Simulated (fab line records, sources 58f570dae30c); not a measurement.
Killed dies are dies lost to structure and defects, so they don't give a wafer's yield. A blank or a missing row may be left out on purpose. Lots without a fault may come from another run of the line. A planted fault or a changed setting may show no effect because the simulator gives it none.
Which tool did it? | flow berkeley_cmos170 | 14 lots, 42 wafers sampled, at 4 steps of a route of 331

WHAT THE GAUGES READ, wafer by wafer
UCB170_GATE_CD_MEAS_12: target cd 350 nm. Usual: cd_nm 349.9 nm, standard deviation 1.7.
lot  | measured     | on        | cd_nm (nm)        | flag
L320 | day 7 19:28  | cd_sem-01 | 350.5 350.1 351.5 |
L321 | day 7 19:39  | cd_sem-02 | 348.3 348.3 349.4 |
L322 | day 7 19:46  | cd_sem-01 | 348.9 348.4 347.9 |
L323 | day 8 08:25  | cd_sem-02 | 349.9 349.6 351.0 |
L324 | day 8 09:01  | cd_sem-01 | 348.8 350.1 349.7 |
L326 | day 8 09:34  | cd_sem-01 | 349.2 350.1 351.4 |
L328 | day 9 06:28  | cd_sem-02 | 351.3 352.1 351.2 |
L331 | day 9 06:43  | cd_sem-02 | 349.7 350.0 350.8 |
L332 | day 9 06:50  | cd_sem-01 | 348.3 348.7 348.4 |
L333 | day 10 01:58 | cd_sem-02 | 349.7 348.0 347.6 |
L337 | day 10 17:53 | cd_sem-01 | 352.9 353.3 353.2 |
L339 | day 11 09:48 | cd_sem-01 | 347.8 348.1 349.1 |
L338 | day 11 10:32 | cd_sem-01 | 349.0 350.8 350.2 |
L342 | day 11 21:16 | cd_sem-01 | 350.9 350.2 349.3 |

UCB170_PLDD_CD_MEAS_06: target cd 1200 nm. Usual: cd_nm 1199.8 nm, standard deviation 1.3.
lot  | measured     | on        | cd_nm (nm)           | flag
L320 | day 7 21:14  | cd_sem-02 | 1202.0 1203.4 1201.5 |
L321 | day 7 21:47  | cd_sem-02 | 1198.9 1199.0 1197.5 |
L322 | day 7 21:49  | cd_sem-01 | 1200.0 1197.3 1198.1 |
L323 | day 8 13:04  | cd_sem-02 | 1198.6 1198.1 1198.5 |
L324 | day 8 13:37  | cd_sem-01 | 1201.0 1201.3 1202.6 |
L326 | day 8 13:39  | cd_sem-02 | 1200.5 1201.0 1200.4 |
L328 | day 9 08:56  | cd_sem-02 | 1199.6 1197.1 1198.8 |
L331 | day 9 09:21  | cd_sem-01 | 1197.9 1197.1 1199.9 |
L332 | day 9 09:28  | cd_sem-01 | 1224.6 1225.7 1224.8 | OFF
L333 | day 10 04:31 | cd_sem-02 | 1220.3 1219.8 1219.9 | OFF
L337 | day 10 19:42 | cd_sem-01 | 1199.7 1200.4 1199.6 |
L339 | day 11 12:13 | cd_sem-02 | 1200.1 1200.9 1200.9 |
L338 | day 11 12:43 | cd_sem-01 | 1199.4 1198.3 1198.3 |
L342 | day 11 23:32 | cd_sem-01 | 1200.1 1199.5 1198.6 |

UCB170_NLDD_CD_MEAS_06: target cd 1200 nm. Usual: cd_nm 1200.4 nm, standard deviation 1.5.
lot  | measured     | on        | cd_nm (nm)           | flag
L320 | day 7 23:11  | cd_sem-01 | 1201.4 1201.7 1201.3 |
L321 | day 7 23:35  | cd_sem-02 | 1199.8 1198.3 1199.9 |
L322 | day 7 23:28  | cd_sem-01 | 1201.3 1201.9 1201.6 |
L323 | day 8 15:33  | cd_sem-01 | 1198.5 1198.7 1199.0 |
L324 | day 8 16:06  | cd_sem-01 | 1199.0 1198.3 1199.6 |
L326 | day 8 16:10  | cd_sem-02 | 1200.8 1200.1 1200.2 |
L328 | day 9 10:40  | cd_sem-02 | 1200.2 1200.0 1200.1 |
L331 | day 9 13:05  | cd_sem-01 | 1200.7 1199.6 1200.5 |
L332 | day 9 13:35  | cd_sem-01 | 1200.3 1199.3 1200.5 |
L333 | day 10 11:10 | cd_sem-02 | 1203.2 1202.3 1203.0 |
L337 | day 10 21:38 | cd_sem-02 | 1200.7 1199.0 1199.4 |
L339 | day 11 14:16 | cd_sem-02 | 1201.1 1198.6 1201.0 |
L338 | day 11 14:35 | cd_sem-02 | 1197.3 1197.3 1198.1 |
L342 | day 12 01:36 | cd_sem-01 | 1201.8 1203.8 1202.8 |

WHICH TOOL RAN EACH LOT (tool, then ch and the chambers of the sampled wafers, then the start)
lot  | UCB170_PLDD_PEB_04
L320 | litho_track-02 ch 0, day 7 20:58
L321 | litho_track-02 ch 0, day 7 21:31
L322 | litho_track-01 ch 0, day 7 21:32
L323 | litho_track-01 ch 0, day 8 12:00
L324 | litho_track-01 ch 0, day 8 13:00
L326 | litho_track-03 ch 0, day 8 13:00
L328 | litho_track-03 ch 0, day 9 08:39
L331 | litho_track-02 ch 0, day 9 09:04
L332 | litho_track-03 ch 0, day 9 09:11
L333 | litho_track-03 ch 0, day 10 04:14
L337 | litho_track-02 ch 0, day 10 19:26
L339 | litho_track-01 ch 0, day 11 11:56
L338 | litho_track-02 ch 0, day 11 12:27
L342 | litho_track-01 ch 0, day 11 23:16
- UCB170_PLDD_PEB_04

WHAT THE TOOLS THEMSELVES READ (means of the sampled wafers that have a number; where no wafer has one, the mark that the record gives instead)
UCB170_PLDD_PEB_04. Usual: heater_power_total_W 56.81 W, standard deviation 0.042; plate_temp_C 129.98 C, standard deviation 0.14.
lot  | tool           | heater_power_total_W (W) | plate_temp_C (C) | flag
L320 | litho_track-02 | 56.79                    | 129.84           |
L321 | litho_track-02 | 56.79                    | 129.92           |
L322 | litho_track-01 | 56.77                    | 130.03           |
L323 | litho_track-01 | 56.81                    | 130.18           |
L324 | litho_track-01 | 56.83                    | 130.02           |
L326 | litho_track-03 | 56.81                    | 130.09           |
L328 | litho_track-03 | 56.80                    | 130.01           |
L331 | litho_track-02 | 56.80                    | 129.97           |
L332 | litho_track-03 | 59.33                    | 134.45           | OFF
L333 | litho_track-03 | 59.32                    | 134.43           | OFF
L337 | litho_track-02 | 56.77                    | 129.88           |
L339 | litho_track-01 | 56.81                    | 130.01           |
L338 | litho_track-02 | 56.78                    | 129.92           |
L342 | litho_track-01 | 56.81                    | 129.88           |

THE ANSWER, worked out from the rows above alone
Rule: a lot is off if the mean of its wafers that have a number lies more than 3 standard deviations from the usual mean. A lot without any number at a reading at which 4 lots or more have one is off too. The other lots that the step has rows for count as sound. The gauges are gone through in route order, then the tools' own readings, and for those a lot's mean is taken as printed above. The first step at which some lot is off is used, and at that step the reading that is off furthest; a lot without a number counts as furthest.
Off: L332, L333, at UCB170_PLDD_CD_MEAS_06 (cd_nm).
A tool fits if, at a process step before that reading, it ran every lot that is off, and no sound lot after the first of them. The gauges at UCB170_PLDD_CD_MEAS_06 aren't tried: what is off there is off at UCB170_PLDD_PEB_04 too, on other tools, and a gauge's error can't cause that. One fits: litho_track-03 at UCB170_PLDD_PEB_04. Its last sound lot is L328 (day 9 08:39), its first lot that is off L332 (day 9 09:11): a fault that began between those two fits.
The tool's own readings at UCB170_PLDD_PEB_04 bear it out: on the lots that are off they differ by more than 5 times the standard deviation of the sound lots' means. heater_power_total_W reads 59.33 W there against 56.80 W on the sound lots; plate_temp_C reads 134.44 C there against 129.98 C on the sound lots.

WHAT THE SIMULATOR HAD PUT IN
Process parameter drift: litho_track-03, from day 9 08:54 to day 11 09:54, at UCB170_PLDD_PEB_04. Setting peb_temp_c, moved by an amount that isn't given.
Lots struck among those shown: L332, L333. The rule above found the same.
